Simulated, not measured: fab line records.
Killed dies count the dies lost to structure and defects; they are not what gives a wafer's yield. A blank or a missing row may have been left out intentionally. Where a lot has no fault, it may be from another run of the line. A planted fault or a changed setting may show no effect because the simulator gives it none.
2 desks, one fault / flow rit_cmos / numbers are kept per desk, each desk with only its own; the story behind them comes last

== THE METROLOGY DESK ==
Means of the sampled wafers that have a number, per lot and without regard to the tool the lot ran on: this is what the gauges read. The brackets show how far a lot's mean lies from the usual mean; more than 4 standard deviations puts the lot out of limits, marked OUT.
Columns: A = FIELD_OXIDE_LEFT_1_THK at RIT_FOX2_THK_MEAS_90, usual 309 nm; B = cd_nm at RIT_GATE_CD_MEAS_16, usual 149.9 nm; C = PLDD_OVL at RIT_PLDD_OVL_MEAS_06, usual 0.2 nm
lot=L683; first seen here=day 2 07:26; A=312; B=153.1; C=0.7
lot=L684; first seen here=day 2 11:35; A=315; B=150.2; C=0.1
lot=L685; first seen here=day 2 17:50; A=309; B=62.9 (-40) OUT; C=-
lot=L686; first seen here=day 2 21:42; A=317; B=78.1 (-33) OUT; C=-
lot=L687; first seen here=day 3 05:05; A=307; B=59.7 (-41) OUT; C=-
lot=L690; first seen here=day 4 01:06; A=313; B=147.7; C=1.4
lot=L692; first seen here=day 4 11:58; A=308; B=150.1; C=0.1
lot=L691; first seen here=day 4 11:59; A=313; B=151.6; C=0.8
lot=L694; first seen here=day 4 23:55; A=312; B=149.2; C=0.9
lot=L695; first seen here=day 4 23:55; A=319; B=148.3; C=-0.2
lot=L697; first seen here=day 5 14:43; A=305; B=149.6; C=-1.2
lot=L700; first seen here=day 6 02:43; A=304; B=147.1; C=0.3
lot=L701; first seen here=day 6 05:44; A=302; B=151.3; C=-0.2
lot=L703; first seen here=day 6 15:34; A=306; B=149.5; C=-0.9
lot=L704; first seen here=day 6 18:22; A=298; B=147.2; C=0.4
This desk's finding: out of limits on L685, L686, L687; first on L685, day 3 19:10 (cd_nm at RIT_GATE_CD_MEAS_16). In limits: L683, L684, L690, L692, L691, L694, L695, L697, L700, L701, L703, L704.

== FOR THE TOOL OWNER'S DESK: litho_track-02 ==
The tool's own readings at RIT_GATE_COAT_11 (resist thk 850 nm): means of the sampled wafers that have a number, for each lot that ran on this tool. The brackets show how far a lot's mean lies from the usual mean; more than 4 standard deviations puts the lot out of limits, marked OUT.
Columns: A = exhaust_pa at RIT_GATE_COAT_11, usual 45.0 Pa
lot=L684; first seen here=day 3 07:32; A=44.5
lot=L685; first seen here=day 3 18:20; A=45.3
lot=L686; first seen here=day 4 00:47; A=45.3
lot=L687; first seen here=day 4 09:41; A=45.1
lot=L700; first seen here=day 6 23:20; A=44.7
lot=L701; first seen here=day 7 02:52; A=44.7
This desk found nothing out of limits on any of the 6 lots.

== PUT TOGETHER ==
On L685, L686, L687, the metrology desk was in a position to raise an alarm at day 3 19:10.
The tool owner's desk saw nothing out of limits.
The tool owner's desk has L685, L686, L687 on record, within its limits.
Every lot named ran RIT_GATE_COAT_11 on litho_track-02.

== WHAT THE SIMULATOR HAD INSERTED ==
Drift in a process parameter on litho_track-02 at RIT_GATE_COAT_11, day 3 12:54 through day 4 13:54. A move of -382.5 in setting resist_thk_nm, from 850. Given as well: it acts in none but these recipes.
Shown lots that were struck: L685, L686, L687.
Delay in hours, fault start to first out-of-limits reading, per desk: metrology desk 6.
